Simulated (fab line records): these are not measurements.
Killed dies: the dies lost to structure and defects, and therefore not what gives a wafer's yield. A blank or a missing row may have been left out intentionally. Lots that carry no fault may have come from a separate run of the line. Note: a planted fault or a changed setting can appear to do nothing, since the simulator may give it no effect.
A struck lot beside a sound one + flow berkeley cmos170 + 18 out of 331 route steps
Sound: these wafers, L128.1, L128.5, L128.6. The struck wafers were L137.1, L137.3, L137.5. The cause is named last.
For every step that has rows: the tool of each side, followed by ch and its chambers, followed by its first start. Under that, the readings that differ: sound wafers + struck wafers + difference of the means + sigmas: that difference in standard deviations of wafers without a fault.
alike: same words and numbers on both sides, and readings whose means sit less than 2 such deviations apart. not compared: any withheld reading, any reading some wafer has no value for, any bound like >300 that may hide the same value, and any number with overlapping values for which the record gives no deviation.
The two part at a step that has a row with sigmas, a row that says differs or no value, or rows on one side only. Non-overlapping numbers with no deviation appear without sigmas and do not part them. A reading missing from all wafers of one side parts the sides only when that side holds two or more wafers.

first, 4 steps without rows for these wafers: UCB170_NWELL_WET_ETCH_19 (etches SiO2 in BOE, time 22 s); UCB170_PWELL_CLEAN_00 (cleans in SPM, time 600 s); UCB170_PWELL_CLEAN_01 (cleans in dHF, time 60 s); UCB170_PWELL_OXIDATION_02 (target thk 26.4 nm, ox time 1260 s).
UCB170_PWELL_THK_MEAS_03:
  sound on film metro-03 at day 3 20:14; struck on film metro-03 at day 5 20:42
  alike: PWELL_OXIDE_THK
then, 2 steps without rows for these wafers: UCB170_PWELL_ANNEAL_04 (time 900 s); UCB170_PWELL_CVD_05 (deposits Si3N4 from SiH2Cl2/NH3, target thk 220 nm, time 3300 s).
UCB170_PWELL_THK_MEAS_06:
  sound on film metro-03 at day 4 02:29; struck on film metro-01 at day 6 03:52
  alike: PWELL_NITRIDE_THK
then, 4 steps without rows for these wafers: UCB170_PWELL_HMDS_07 (prime time 60 s); UCB170_PWELL_COAT_08 (resist thk 900 nm); UCB170_PWELL_SOFTBAKE_09 (time 60 s); UCB170_PWELL_EXPOSE_10 (exposes mask PWELL, target cd 3000 nm).
UCB170_PWELL_PEB_11:
  sound on litho track-02 ch 0, day 4 04:02; struck on litho track-02 ch 0, day 6 05:35
| reading                  | sound                | struck               | difference | sigmas      |
|--------------------------|----------------------|----------------------|------------|-------------|
| heater power total W (W) | 56.82 56.83 56.85    | 64.76 64.78 64.82    | +7.95      | +99 or more |
| plate temp C (C)         | 129.66 129.90 129.93 | 144.21 144.05 143.98 | +14.25     | +99 or more |
then, 1 step without rows for these wafers: UCB170_PWELL_DEVELOP_12 (develop time 45 s).
UCB170_PWELL_OVL_MEAS_13:
  sound on overlay-02 at day 4 04:18; struck on overlay-01 at day 6 05:52
  alike: PWELL_OVL
UCB170_PWELL_ETCH_14: etches Si3N4 in CH3F/Ar/O2, stops on SiO2, target depth 242 nm, time 151 s.
  sound on rie diel-04 ch 0,1,3, day 4 04:20; struck on rie diel-03 ch 0,1, day 6 05:54
| reading                | sound          | struck         | difference | sigmas |
|------------------------|----------------|----------------|------------|--------|
| model.PWELL.cd nm (nm) | 3002 3001 2999 | 3054 3055 3054 | +54        |        |
  alike: drypump motor current A, oes product au, throttle valve pct
  not compared: rf hours counter h
after that, 1 step had no rows for these wafers: UCB170_PWELL_IMPLANT_15.
-- the record jumps here: 5 days lie between the struck wafers' starts before and after (it left off in module PWELL and takes up again in module M3, whose first step shown is number 331 of the route) --
UCB170_M3_PROBE_99:
  record: rows for the struck wafers here (prober-01, day 11 04:23), none for the sound ones

WHERE THEY PART
At UCB170_PWELL_PEB_11 first; at UCB170_M3_PROBE_99 last (within this record only).

WHY: whatever the simulator had introduced
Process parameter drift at UCB170_PWELL_PEB_11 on litho track-02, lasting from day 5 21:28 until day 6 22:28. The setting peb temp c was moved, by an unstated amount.
